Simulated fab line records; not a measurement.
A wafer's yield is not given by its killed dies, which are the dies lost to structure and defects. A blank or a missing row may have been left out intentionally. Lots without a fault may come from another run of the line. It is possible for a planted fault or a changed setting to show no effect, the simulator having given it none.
fab line records	flow berkeleyCmos170
record lots=14	wafers=42	lastDay=12
route steps=331 shown M2@272
lots that met no fault: taken from a fault-free run of the same line
startH: start of the lot's first displayed wafer, in hours after the record's first day	waitH: time in hours since the lot's previous step	" same as the row above	L1.1+2: one row covering several wafers at once	- no value, or no start given	* or withheld: withheld	< > ~ a bound
route shown NAME@n: names a module that has steps shown in the file, with the first one's number in the route	usual: mean/standard deviation taken from wafers without a fault	same: alike in all rows	chamber/n: place in a boat	sites: readings site by site	_std_site: their standard deviation	_edge_site: inner sites' mean taken away from outer sites' mean	radiusMm: for every site, how far away it sits from the centre of the wafer	mask NAME#n: copy n	behind: tool/chamber where the wafer was last shaped	hold: reason for holding the lot/hours on hold/outcome of the hold	device: whichever transistor did not switch (one of n, p or np)	end of line: the tests these same wafers got at the end of their route	where a step has no rows: the recipe by itself	killed: the dies lost at the first sort to structure and to defects; this is not the yield of the wafer	map: the dies of a wafer, with x for killed, . for not killed, _ for no die there
set.NAME: the setting the step ran with; set.NAME@STEP: the setting that earlier step ran with	model.NAME: the simulator's own value behind a step, which no gauge read
one table for each step of the route and one row for each wafer, over a sample of lots
services: the hour from which a tool's chamber was out of use, counted from the record's first day as startH (under 0 if before that day), plus the number of hours and why
## steps
# step UCB170_M2_SPUTTER_01
# recipe material=Al	targetThkNm=900	timeS=120	powerW=6000	chamberPressurePa=0.5
# usual throttleValvePct=29.8/0.82
lot.wafer	tool	chamber	startH	waitH	throttleValvePct
L558.1	pvdSputter-04	-	144.41	0.0	29.8
L558.3	"	-	"	"	28.9
L558.5	"	-	"	"	30.6
L560.1	pvdSputter-04	-	157.13	0.0	29.8
L560.2	"	-	"	"	30.6
L560.4	"	-	"	"	30.1
L561.1	pvdSputter-04	-	170.03	0.0	30.2
L561.3	"	-	"	"	29.6
L561.5	"	-	"	"	30.3
L562.1	pvdSputter-01	-	180.01	0.0	28.7
L562.2	"	-	"	"	29.7
L562.6	"	-	"	"	28.7
L564.2	pvdSputter-04	-	180.13	0.0	29.7
L564.5	"	-	"	"	30.2
L564.6	"	-	"	"	30.4
L565.1	pvdSputter-02	-	198.35	0.0	31.2
L565.4	"	-	"	"	29.0
L565.6	"	-	"	"	28.9
L566.1	pvdSputter-02	-	204.81	0.0	28.7
L566.4	"	-	"	"	31.1
L566.5	"	-	"	"	31.3
L570.2	pvdSputter-04	-	214.29	0.0	30.3
L570.3	"	-	"	"	29.6
L570.5	"	-	"	"	29.6
L567.1	pvdSputter-02	-	214.93	0.0	30.8
L567.3	"	-	"	"	29.7
L567.5	"	-	"	"	29.0
L569.1	pvdSputter-01	-	220.12	0.0	30.7
L569.3	"	-	"	"	28.4
L569.6	"	-	"	"	28.6
L572.3	pvdSputter-02	-	227.19	0.0	28.8
L572.5	"	-	"	"	30.0
L572.6	"	-	"	"	30.6
L575.1	pvdSputter-04	-	241.80	0.0	30.3
L575.2	"	-	"	"	28.9
L575.4	"	-	"	"	29.9
L578.2	pvdSputter-04	-	254.63	0.0	29.6
L578.4	"	-	"	"	29.3
L578.6	"	-	"	"	29.4
L581.3	pvdSputter-02	-	269.94	0.0	30.0
L581.4	"	-	"	"	30.8
L581.5	"	-	"	"	30.7
# step UCB170_M2_RS_MEAS_02
# recipe thkMeasGauge=four-point-probe	reads=Al_of_M2_SPUTTER_01
# usual M2_AL_RS=0.0321/0.00039
lot.wafer	tool	chamber	startH	waitH	M2_AL_RS[ohm/sq]
L558.1	filmMetro-04	-	144.49	0.0	0.0317
L558.3	"	-	"	"	0.0320
L558.5	"	-	"	"	0.0320
L560.1	filmMetro-02	-	157.21	0.0	0.0316
L560.2	"	-	"	"	0.0319
L560.4	"	-	"	"	0.0313
L561.1	filmMetro-03	-	170.11	0.0	0.0322
L561.3	"	-	"	"	0.0318
L561.5	"	-	"	"	0.0323
L562.1	filmMetro-03	-	180.10	0.0	0.0315
L562.2	"	-	"	"	0.0318
L562.6	"	-	"	"	0.0314
L564.2	filmMetro-04	-	180.24	0.1	0.0323
L564.5	"	-	"	"	0.0322
L564.6	"	-	"	"	0.0324
L565.1	filmMetro-03	-	198.44	0.0	0.0321
L565.4	"	-	"	"	0.0321
L565.6	"	-	"	"	0.0321
L566.1	filmMetro-04	-	204.90	0.0	0.0321
L566.4	"	-	"	"	0.0325
L566.5	"	-	"	"	0.0323
L570.2	filmMetro-04	-	214.39	0.1	0.0320
L570.3	"	-	"	"	0.0316
L570.5	"	-	"	"	0.0315
L567.1	filmMetro-03	-	215.01	0.0	0.0327
L567.3	"	-	"	"	0.0324
L567.5	"	-	"	"	0.0328
L569.1	filmMetro-03	-	220.20	0.0	0.0324
L569.3	"	-	"	"	0.0325
L569.6	"	-	"	"	0.0327
L572.3	filmMetro-03	-	227.32	0.1	0.0322
L572.5	"	-	"	"	0.0318
L572.6	"	-	"	"	0.0317
L575.1	filmMetro-03	-	241.88	0.0	0.0364
L575.2	"	-	"	"	0.0363
L575.4	"	-	"	"	0.0359
L578.2	filmMetro-03	-	254.74	0.1	0.0353
L578.4	"	-	"	"	0.0354
L578.6	"	-	"	"	0.0354
L581.3	filmMetro-03	-	270.06	0.1	0.0319
L581.4	"	-	"	"	0.0318
L581.5	"	-	"	"	0.0316
# step UCB170_M2_THK_MEAS_03
# recipe thkMeasGauge=xrf	reads=Al_of_M2_SPUTTER_01
# usual M2_AL_THK=902/12
lot.wafer	tool	chamber	startH	waitH	M2_AL_THK[nm]
L558.1	filmMetro-04	-	144.61	0.1	915
L558.3	"	-	"	"	912
L558.5	"	-	"	"	898
L560.1	filmMetro-02	-	157.33	0.1	927
L560.2	"	-	"	"	918
L560.4	"	-	"	"	932
L561.1	filmMetro-03	-	170.23	0.1	901
L561.3	"	-	"	"	912
L561.5	"	-	"	"	899
L562.1	filmMetro-03	-	180.22	0.1	922
L562.2	"	-	"	"	912
L562.6	"	-	"	"	923
L564.2	filmMetro-04	-	180.35	0.1	893
L564.5	"	-	"	"	890
L564.6	"	-	"	"	889
L565.1	filmMetro-03	-	198.56	0.1	899
L565.4	"	-	"	"	903
L565.6	"	-	"	"	896
L566.1	filmMetro-04	-	205.02	0.1	903
L566.4	"	-	"	"	883
L566.5	"	-	"	"	900
L570.2	filmMetro-04	-	214.50	0.1	908
L570.3	"	-	"	"	916
L570.5	"	-	"	"	919
L567.1	filmMetro-03	-	215.13	0.1	884
L567.3	"	-	"	"	894
L567.5	"	-	"	"	883
L569.1	filmMetro-03	-	220.32	0.1	897
L569.3	"	-	"	"	887
L569.6	"	-	"	"	881
L572.3	filmMetro-03	-	227.42	0.1	897
L572.5	"	-	"	"	908
L572.6	"	-	"	"	909
L575.1	filmMetro-03	-	242.00	0.1	799
L575.2	"	-	"	"	800
L575.4	"	-	"	"	806
L578.2	filmMetro-03	-	254.85	0.1	822
L578.4	"	-	"	"	821
L578.6	"	-	"	"	818
L581.3	filmMetro-03	-	270.16	0.1	907
L581.4	"	-	"	"	904
L581.5	"	-	"	"	916
# step UCB170_M2_METAL_ETCH_18
# recipe chemistry=Cl2/BCl3	target=Al	stopOn=SiO2	pressureMtorr=12	targetDepthA=11700	overEtchFrac=0.3	timeS=195	icpW=600	biasW=120	Cl2_flow_sccm=90	bcl3FlowSccm=45
# usual drypumpMotorCurrentA=5.9/0.46	oesProductAu=0.853/0.0085	throttleValvePct=24.36/0.28
lot.wafer	tool	chamber	startH	waitH	drypumpMotorCurrentA	oesProductAu	rfHoursCounterH	throttleValvePct
L558.1	rieMetal-03	0	146.82	-	6.1	0.859	1	23.99
L558.3	"	1	"	"	6.6	0.861	-	24.08
L558.5	"	1	"	"	6.6	0.862	-	24.08
L560.1	rieMetal-04	0	159.30	-	6.0	0.864	0	24.26
L560.2	"	1	"	"	6.0	0.845	11	24.52
L560.4	"	0	"	"	5.9	0.863	-	24.25
L561.1	rieMetal-04	0	172.17	-	5.9	0.860	0	24.26
L561.3	"	1	"	"	6.0	0.846	-	24.51
L561.5	"	1	"	"	6.0	0.842	-	24.51
L562.1	rieMetal-01	1	183.62	-	5.8	0.856	0	24.79
L562.2	"	0	"	"	5.1	0.861	2	24.60
L562.6	"	0	"	"	5.1	0.865	-	24.61
L564.2	rieMetal-04	0	183.83	-	5.9	0.859	1	24.26
L564.5	"	1	"	"	6.0	0.841	-	24.51
L564.6	"	0	"	"	5.9	0.854	-	24.27
L565.1	rieMetal-01	0	200.78	-	5.1	0.864	2	24.61
L565.4	"	1	"	"	5.8	0.855	-	24.78
L565.6	"	1	"	"	5.8	0.856	-	24.78
L566.1	rieMetal-04	0	207.27	-	6.0	0.856	1	24.25
L566.4	"	1	"	"	6.0	0.842	-	24.53
L566.5	"	1	"	"	6.0	0.845	-	24.51
L570.2	rieMetal-01	1	216.81	-	5.8	0.857	1	24.78
L570.3	"	0	"	"	5.1	0.856	-	24.60
L570.5	"	1	"	"	5.8	0.865	-	24.78
L567.1	rieMetal-03	0	217.86	-	6.1	0.849	2	23.99
L567.3	"	1	"	"	6.6	0.845	-	24.08
L567.5	"	1	"	"	6.6	0.835	-	24.10
L569.1	rieMetal-04	1	222.84	-	6.0	0.837	12	24.51
L569.3	"	1	"	"	6.0	0.835	-	24.52
L569.6	"	0	"	"	5.9	0.844	-	24.25
L572.3	rieMetal-03	0	230.18	-	6.1	0.854	-	24.00
L572.5	"	1	"	"	6.6	0.855	-	24.09
L572.6	"	0	"	"	6.1	0.861	-	23.99
L575.1	rieMetal-01	1	244.87	-	5.8	0.805	2	24.83
L575.2	"	0	"	"	5.1	0.796	4	24.62
L575.4	"	0	"	"	5.1	0.810	-	24.64
L578.2	rieMetal-04	0	256.96	-	5.9	0.811	-	24.28
L578.4	"	0	"	"	6.0	0.805	-	24.28
L578.6	"	0	"	"	6.0	0.803	-	24.27
L581.3	rieMetal-03	1	272.21	-	6.6	0.866	-	24.08
L581.4	"	0	"	"	6.1	0.855	-	23.98
L581.5	"	1	"	"	6.6	0.861	-	24.09
## services
tool	chamber	startH	hours	kind
pvdSputter-04	-	121.34	2.5	repair
rieMetal-04	0	127.04	-	clean
rieMetal-04	0	127.04	26.2	scheduledDown
rieMetal-04	0	127.04	26.2	ventCycle
pvdSputter-01	-	146.27	4.7	repair
rieMetal-01	1	164.80	-	clean
rieMetal-01	1	164.80	12.3	scheduledDown
rieMetal-01	1	164.80	12.3	ventCycle
rieMetal-03	0	168.75	7.5	repair
rieMetal-01	1	187.98	8.1	repair
pvdSputter-02	-	200.96	2.4	repair
pvdSputter-04	3	204.91	-	consumableReplace:kit
pvdSputter-04	3	204.91	18.0	scheduledDown
pvdSputter-04	3	204.91	18.0	ventCycle
rieMetal-03	0	219.78	6.5	repair
rieMetal-04	1	238.85	-	clean
rieMetal-04	1	238.85	22.1	scheduledDown
rieMetal-04	1	238.85	22.1	ventCycle
## key
firstSign step=UCB170_M2_RS_MEAS_02	reading=M2_AL_RS	direction=up	sigmas=9.4	usual=0.0321	struck=0.0358
effect step=UCB170_M2_THK_MEAS_03	reading=M2_AL_THK	direction=down	sigmas=7.9	usual=902	struck=811
effect step=UCB170_M2_METAL_ETCH_18	reading=oesProductAu	direction=down	sigmas=5.6	usual=0.853	struck=0.805
metAt UCB170_M2_SPUTTER_01
struckLots L575,L578
onsetBetween 214.29 241.80
fault kind=processParameterDrift	tool=pvdSputter-04	chamber=-	onsetH=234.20	steps=UCB170_M2_SPUTTER_01	channel=targetThkNm	offset=-95.277	shape=step	endH=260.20	actsIn=theseRecipesOnly	stated=900
